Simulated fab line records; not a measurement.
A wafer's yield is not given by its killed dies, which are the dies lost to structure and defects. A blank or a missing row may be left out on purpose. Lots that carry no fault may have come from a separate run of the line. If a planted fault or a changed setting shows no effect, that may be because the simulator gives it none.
What tool caused it? | flow berkeley-cmos170 | 14 lots with 42 wafers sampled at 4 steps, on a route of 331 steps

## WHAT THE GAUGES SHOWED, per wafer
UCB170_NWELL_OVL_MEAS_12.
lot  | measured    | on         | NWELL_OVL (nm)
L452 | day 2 20:29 | overlay-02 | -2 2 -1
L453 | day 3 06:13 | overlay-01 | -7 -5 -11
L456 | day 3 14:32 | overlay-01 | 13 0 0
L455 | day 3 14:47 | overlay-02 | -6 4 0
L454 | day 3 14:47 | overlay-01 | 3 2 -3
L457 | day 4 05:14 | overlay-02 | 1 0 -8
L459 | day 4 11:14 | overlay-02 | 0 7 2
L461 | day 4 11:31 | overlay-01 | -4 0 -1
L462 | day 4 21:55 | overlay-02 | 2 3 6
L463 | day 4 22:26 | overlay-01 | -2 2 -5
L464 | day 5 06:21 | overlay-01 | -3 -5 -7
L471 | day 6 13:09 | overlay-02 | 7 -7 0
L472 | day 6 22:39 | overlay-01 | 4 -6 -6
L474 | day 7 05:17 | overlay-01 | 5 3 5

UCB170_PWELL_OVL_MEAS_13.
lot  | measured    | on         | PWELL_OVL (nm)
L452 | day 3 15:56 | overlay-02 | -9 -5 -9
L453 | day 3 23:44 | overlay-01 | 0 -1 7
L456 | day 4 13:56 | overlay-02 | 3 0 2
L455 | day 4 14:14 | overlay-01 | -5 -15 -1
L454 | day 4 14:21 | overlay-02 | 6 9 22
L457 | day 4 22:11 | overlay-02 | 5 -3 -4
L459 | day 5 06:59 | overlay-02 | 5 14 10
L461 | day 5 07:15 | overlay-01 | 10 4 5
L462 | day 5 18:29 | overlay-01 | -17 -13 -8
L463 | day 5 18:37 | overlay-02 | -2 -8 1
L464 | day 6 04:56 | overlay-01 | -1 -2 -3
L471 | day 7 07:28 | overlay-01 | -7 0 -16
L472 | day 7 19:00 | overlay-01 | -2 -6 10
L474 | day 8 02:12 | overlay-01 | 1 9 -1

UCB170_CONTACT_THK_MEAS_02.
lot  | measured     | on            | CONTACT_PSG_THK (nm)
L452 | day 8 03:24  | film-metro-03 | 694 692 690
L453 | day 8 05:10  | film-metro-03 | 694 693 696
L456 | day 9 06:09  | film-metro-03 | 706 705 705
L455 | day 9 06:14  | film-metro-04 | 705 703 707
L454 | day 9 04:26  | film-metro-03 | 699 698 700
L457 | day 9 06:10  | film-metro-04 | 699 698 694
L459 | day 9 23:24  | film-metro-04 | 699 695 695
L461 | day 9 23:23  | film-metro-01 | 700 693 703
L462 | day 10 00:39 | film-metro-04 | 697 700 703
L463 | day 9 23:28  | film-metro-03 | 696 690 692
L464 | day 11 01:40 | film-metro-04 | 691 694 699
L471 | day 12 23:42 | film-metro-04 | 879 884 887
L472 | day 13 05:06 | film-metro-04 | 874 882 882
L474 | day 13 16:44 | film-metro-04 | 698 696 699

## WHAT TOOL EACH LOT RAN ON (gives the tool, then ch and the chambers of the sampled wafers, and finally the start)
lot  | UCB170_CONTACT_CVD_01
L452 | lpcvd-02 ch 0, day 8 01:37
L453 | lpcvd-02 ch 1, day 8 03:23
L456 | lpcvd-02 ch 1, day 9 04:22
L455 | lpcvd-02 ch 1, day 9 04:22
L454 | lpcvd-01 ch 1, day 9 02:39
L457 | lpcvd-02 ch 0, day 9 04:22
L459 | lpcvd-01 ch 1, day 9 21:37
L461 | lpcvd-01 ch 1, day 9 21:37
L462 | lpcvd-02 ch 0, day 9 22:52
L463 | lpcvd-01 ch 1, day 9 21:37
L464 | lpcvd-01 ch 0, day 10 23:53
L471 | lpcvd-01 ch 0, day 12 21:55
L472 | lpcvd-01 ch 0, day 13 03:19
L474 | lpcvd-02 ch 0, day 13 14:57
- UCB170_CONTACT_CVD_01: deposits PSG from SiH4/O2/PH3, target thk 700 nm, time 2820 s.

## WHAT THE TOOLS THEMSELVES READ (means of the sampled wafers that have a number; where no wafer has one, the mark that the record gives instead)
UCB170_CONTACT_CVD_01.
lot  | tool     | susceptor-temp-C (C) | zone-power-source-pct (%)
L452 | lpcvd-02 | 450.19               | 6.9
L453 | lpcvd-02 | 450.27               | 7.6
L456 | lpcvd-02 | 450.11               | 7.5
L455 | lpcvd-02 | 449.91               | 7.6
L454 | lpcvd-01 | 450.08               | 5.9
L457 | lpcvd-02 | 450.31               | 6.9
L459 | lpcvd-01 | 449.48               | 5.9
L461 | lpcvd-01 | 449.74               | 5.9
L462 | lpcvd-02 | 450.22               | 6.8
L463 | lpcvd-01 | 449.89               | 5.9
L464 | lpcvd-01 | 449.99               | 6.0
L471 | lpcvd-01 | 449.73               | 6.0
L472 | lpcvd-01 | 450.20               | 5.9
L474 | lpcvd-02 | 449.99               | 6.8

## THE ANSWER, worked out from the rows above alone
Rule: the usual values come from the lots themselves. Put in order of their means at a reading, lots are off if they are a third of the lots or fewer, leave a main group of 4 or more, and stand apart from it by a gap of 3 or more times the standard deviation of the main group's means; of several such gaps the widest counts. Not used: any main group whose means are identical at the precision the tables above print for the reading. A lot without any number at a reading at which 4 lots or more have one is off too. Any other lot the step has rows for is counted as sound. After the gauges, taken in route order, come the tools' own readings; for these a lot's mean is taken, as printed above. The first step at which some lot is off is used, and at that step the reading that is off furthest; a lot without a number counts as furthest.
Off: L471, L472, at UCB170_CONTACT_THK_MEAS_02 (CONTACT_PSG_THK). Mean 698 nm and standard deviation 4.1 in the main group.
If a tool, at a process step before that reading, ran all the lots that are off and no sound lot after the first of them, it fits. The gauges at UCB170_CONTACT_THK_MEAS_02 are tried like those tools. One fits: lpcvd-01 at UCB170_CONTACT_CVD_01. Its last sound lot is L464 (day 10 23:53), its first lot that is off L471 (day 12 21:55): a fault that began between those two fits.

## WHAT THE SIMULATOR PUT IN
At UCB170_CONTACT_CVD_01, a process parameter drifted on lpcvd-01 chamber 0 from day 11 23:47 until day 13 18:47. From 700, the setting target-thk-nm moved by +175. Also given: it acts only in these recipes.
Shown lots that were struck: L471, L472. Same finding as the rule above.
